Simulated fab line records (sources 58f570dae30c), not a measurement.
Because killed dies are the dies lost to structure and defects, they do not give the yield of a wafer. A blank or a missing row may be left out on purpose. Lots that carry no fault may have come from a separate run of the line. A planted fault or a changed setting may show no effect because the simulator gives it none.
Which of the tools did it? | flow berkeley_cmos170 | 14 lots, 42 wafers sampled, at 1 step of a route of 331

## WHAT THE GAUGES SHOWED, per wafer
UCB170_V1_THK_MEAS_01. Usual: for V1_TEOS_THK the level is 2008 nm and the standard deviation is 27.
lot  | measured     | on            | V1_TEOS_THK (nm) | flag
L122 | day 7 19:57  | film_metro-01 | 1954 1976 1975   |
L123 | day 8 03:13  | film_metro-01 | 2006 1989 2027   |
L124 | day 8 03:13  | film_metro-04 | 1984 2007 2034   |
L125 | day 8 03:16  | film_metro-01 | 1978 2011 2001   |
L126 | day 8 03:22  | film_metro-04 | 1988 1992 2003   |
L127 | day 9 03:11  | film_metro-04 | 2014 2009 2029   |
L129 | day 9 10:50  | film_metro-01 | 1978 1988 1997   |
L128 | day 9 10:52  | film_metro-02 | 2035 2024 2021   |
L130 | day 9 11:00  | film_metro-04 | 2015 2029 2016   |
L134 | day 10 04:49 | film_metro-01 | 2030 1998 2028   |
L140 | day 11 14:38 | film_metro-02 | 1958 1981 1998   |
L141 | day 11 20:53 | film_metro-04 | 1987 2011 1990   |
L144 | day 11 20:54 | film_metro-02 | 2009 2023 2044   |
L143 | day 11 20:55 | film_metro-01 | 2039 2047 1990   |

## WHICH TOOL RAN EACH LOT (tool, then ch and the chambers of the sampled wafers, then the start)
Record: no process step prior to these readings.

## AS READ BY THE TOOLS THEMSELVES (means over the sampled wafers that have a number; for cases with no such wafer, the mark the record gives instead)
The record holds no such reading with a usual standard deviation.

## THE ANSWER, worked out from the rows above alone
Rule: lot off if the mean of its wafers having a number is beyond 3 standard deviations from the usual mean. A lot without any number at a reading at which 4 lots or more have one is off too. All remaining lots with rows at the step are treated as sound. First the gauges in route order, then the tools' own readings, where a lot's mean is used as printed above. The first step at which some lot is off is used, and at that step the reading that is off furthest; a lot without a number counts as furthest.
None of the lots is off at any reading shown; this tells nothing.

## WHAT WAS PUT IN BY THE SIMULATOR
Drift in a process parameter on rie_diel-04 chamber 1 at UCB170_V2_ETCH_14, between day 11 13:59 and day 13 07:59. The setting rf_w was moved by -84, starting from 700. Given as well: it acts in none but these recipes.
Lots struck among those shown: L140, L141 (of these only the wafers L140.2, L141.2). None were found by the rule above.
